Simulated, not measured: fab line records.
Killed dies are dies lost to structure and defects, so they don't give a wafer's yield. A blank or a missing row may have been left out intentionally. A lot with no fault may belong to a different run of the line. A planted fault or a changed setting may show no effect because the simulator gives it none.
Split-lot trial -- flow berkeley cmos170 -- 23 wafers read across 5 lots, on a route 331 steps long

== THE SPLIT ==
At UCB170_V1_EXPOSE_09 (exposes mask VIA1, target cd 700 nm), the setting dose mj was moved away from the recipe's 37 on 7 of the 23 wafers read, by -6.7% to +7.3%. The other wafers ran this setting at the recipe's value.

== FROM THE SPLIT TO THE READING: what the file shows between them, 5 steps ==
- UCB170_V1_PEB_10
- UCB170_V1_DEVELOP_11: develop time 45 s
- UCB170_V1_CD_MEAS_12: target cd 700 nm
- UCB170_V1_ETCH_14: etches SiO2 in CHF3/CF4/Ar, stops on Al, target depth 1250 nm, time 291 s
- UCB170_V1_STRIP_15: strips in O2

== THE READING ==
cd nm, in nm, at UCB170_V1_CD_MEAS_90 (target cd 700 nm). Typical for fault-free wafers on this fab line: 700.0 nm, with standard deviation 1.6 nm.

wafer,"tool, chamber at the split",dose mj as run,against the recipe,"cd nm, nm",against lot-mates on the recipe
L074.1,"krf scanner-01, 0",38.74,+4.7%,704.5,+7.1
L074.2,"krf scanner-01, 0",38.74,+4.7%,703.7,+6.3
L074.3,"krf scanner-01, 0",37,recipe,697.7,-
L074.4,"krf scanner-01, 0",38.74,+4.7%,706.1,+8.7
L074.6,"krf scanner-01, 0",37,recipe,697.1,-
L077.2,"krf scanner-02, 0",37,recipe,700.0,-
L077.4,"krf scanner-02, 0",37,recipe,702.6,-
L077.6,"krf scanner-02, 0",37,recipe,700.6,-
L078.1,"krf scanner-02, 0",39.7,+7.3%,713.1,+11.0
L078.2,"krf scanner-02, 0",37,recipe,702.6,-
L078.4,"krf scanner-02, 0",37,recipe,701.3,-
L078.5,"krf scanner-02, 0",37,recipe,702.4,-
L078.6,"krf scanner-02, 0",39.7,+7.3%,711.7,+9.6
L083.1,"krf scanner-01, 0",37,recipe,698.3,-
L083.2,"krf scanner-01, 0",37,recipe,698.9,-
L083.4,"krf scanner-01, 0",37,recipe,699.0,-
L083.5,"krf scanner-01, 0",37,recipe,698.9,-
L083.6,"krf scanner-01, 0",37,recipe,697.7,-
L082.1,"krf scanner-02, 0",37,recipe,701.4,-
L082.2,"krf scanner-02, 0",34.51,-6.7%,690.2,-11.2
L082.4,"krf scanner-02, 0",34.51,-6.7%,689.4,-12.0
L082.5,"krf scanner-02, 0",37,recipe,701.2,-
L082.6,"krf scanner-02, 0",37,recipe,701.6,-

FIT RESULTS
A straight line over all 23 wafers: cd nm changes by +1.47 nm for each +1% of dose mj; r = +0.94; the points scatter about the line by 1.9 nm.
The same after taking each lot's own level away (the mean of its wafers on the recipe; 23 wafers): +1.57 nm for each +1%; r = +0.99; scatter 0.83 nm.
Per that fit: largest dose mj move, reading shift of 11 nm.
Measured against the standard deviation above, the lots' own levels, which go from 697.40 to 702.10 nm, span 2.9 times it.
So the lot-to-lot level changes the slope little: the two slopes agree.
Check: +11.3 nm against its lot-mates is what the line predicts for one of the wafers moved furthest among these (+7.3%) when that wafer is left out of the fit. Against them it came out at +11 nm.

== OTHER SPLITS APPLIED TO THESE WAFERS ==
These wafers also went through other splits before the reading. Each is held against what the fit with the lots' levels taken away leaves over:
other split on the same wafers,wafers away from the commonest value,r with cd nm (lot level and that fit taken away)
UCB170_CONTACT_EXPOSE_12 dose mj,5,+0.11

== THE WHOLE CHAIN: every reading that the file lists as answering this split, in the file's order ==
step,what it does,reading,change (the file's fit),r (the file's)
UCB170_V1_CD_MEAS_12,target cd 700 nm,cd nm,+1.62 nm for each +1% of the setting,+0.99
UCB170_V1_ETCH_14,"etches SiO2 in CHF3/CF4/Ar, stops on Al, target depth 1250 nm, time 291 s","V1.cd nm (the simulator's own value, which no gauge read)",+1.57 nm for each +1% of the setting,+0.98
UCB170_V1_CD_MEAS_90,target cd 700 nm,cd nm,+1.56 nm for each +1% of the setting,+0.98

== THE FILE'S OWN FIT ==
cd nm changes by +1.56 nm for each +1% of dose mj, r = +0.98.
